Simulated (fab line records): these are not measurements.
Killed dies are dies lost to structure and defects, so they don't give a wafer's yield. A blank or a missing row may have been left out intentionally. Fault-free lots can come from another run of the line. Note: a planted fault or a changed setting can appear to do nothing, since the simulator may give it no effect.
A struck lot beside a sound one / flow berkeley-cmos170 / 17 out of 331 route steps
Sound: the wafers L139.4, L139.5, L139.6. Wafers struck: L130.3, L130.4, L130.5. At the end, the cause is stated.
Order at every step that has rows: each side's tool, ch and its chambers, its first start. Under that, the readings that differ: sound wafers / struck wafers / difference of the means / sigmas: that difference in standard deviations of wafers without a fault.
alike: readings with means less than 2 such deviations apart, plus words and numbers identical on both sides. not compared: withheld readings, readings lacking a value on some wafer, bounds such as >300 that could conceal the same value, and numbers that have no deviation in the record and whose values overlap.
Wherever a step has rows on one side only, a row that says differs or no value, or a row with sigmas, the two part there. Numbers that have no deviation but don't overlap get no sigmas and don't part them. Lack of a reading on every wafer of one side parts them only where that side has two or more wafers.

first, 2 steps without rows for these wafers: UCB170_M3_COAT_05 (resist thk 900 nm); UCB170_M3_SOFTBAKE_06 (time 60 s).
UCB170_M3_STRIP_07: strips in O2.
  sound on plasma-asher-01 ch 0,1, day 13 05:03; struck on plasma-asher-04 ch 0,1, day 12 04:37
  alike: drypump-motor-current-A, o2-flow-sccm, oes-product-au, strip-time-to-endpoint-s
  not compared: rf-hours-counter-h
then, 5 steps without rows for these wafers: UCB170_M3_STRIP_08 (strips KrF in DMSO, time 600 s); UCB170_M3_COAT_09; UCB170_M3_COAT_10 (resist thk 900 nm); UCB170_M3_SOFTBAKE_11 (time 60 s); UCB170_M3_EXPOSE_12 (exposes mask METAL3, target cd 700 nm).
UCB170_M3_PEB_13:
  sound on litho-track-01 ch 0, day 13 05:56; struck on litho-track-04 ch 0, day 12 05:37
  alike: plate-sensor-t-centre-C, plate-sensor-t-edge-C
then, 1 step without rows for these wafers: UCB170_M3_DEVELOP_14 (develop time 45 s).
UCB170_M3_CD_MEAS_15: the cd target is 700 nm.
  struck on cd-sem-02, day 12 05:52; sound on cd-sem-01, day 13 06:11
  alike: cd-nm
UCB170_M3_OVL_MEAS_16:
  struck on overlay-01, day 12 05:58; sound on overlay-02, day 13 06:16
  alike: M3_OVL
UCB170_M3_ETCH_17: etches BARC in N2/H2.
  sound on rie-diel-01 ch 1,2,3, day 13 06:17; struck on rie-diel-04 ch 1,3, day 12 05:59
  no value came back on the struck wafers for any of 6 readings (bias-w (W), chamber-pressure-mTorr (mTorr) and others); on the sound wafers bias-w (W) reads 99.80 100.42 99.59
UCB170_M3_METAL_ETCH_18: etches Al in Cl2/BCl3, stops on SiO2, target depth 1170 nm, time 195 s.
  sound on rie-metal-01 ch 0,1, day 13 06:23; struck on rie-metal-03 ch 0,1, day 12 06:05
reading=oes-product-au (a.u.); sound=0.865 0.869 0.829; struck=0.367 0.373 0.376; difference=-0.482; sigmas=-27
  alike: bcl3-flow-sccm, bias-w, drypump-motor-current-A, he-backside-leak-sccm, rf-fwd-power-W, throttle-valve-pct
  not compared: rf-hours-counter-h
UCB170_M3_STRIP_19: strips in O2.
  sound on plasma-asher-01 ch 0,1, day 13 06:33; struck on plasma-asher-04 ch 0,1, day 12 06:15
  alike: drypump-motor-current-A, o2-flow-sccm, oes-product-au
  not compared: rf-hours-counter-h
UCB170_M3_CD_MEAS_90: the cd target is 700 nm.
  struck on cd-sem-02, day 12 06:22; sound on cd-sem-02, day 13 06:40
reading=cd-nm (nm); sound=698.5 701.2 698.6; struck=- - -; difference=no value on the struck wafers; sigmas=
UCB170_M3_BOW_MEAS_20:
  struck on film-metro-02, day 12 06:29; sound on film-metro-01, day 13 06:47
  alike: M3_BOW

WHERE THEY PART
Earliest at UCB170_M3_ETCH_17; latest, in this record, at UCB170_M3_CD_MEAS_90. Later steps at which nothing parts them and some readings are alike: UCB170_M3_BOW_MEAS_20.

WHY: what had been put in by the simulator
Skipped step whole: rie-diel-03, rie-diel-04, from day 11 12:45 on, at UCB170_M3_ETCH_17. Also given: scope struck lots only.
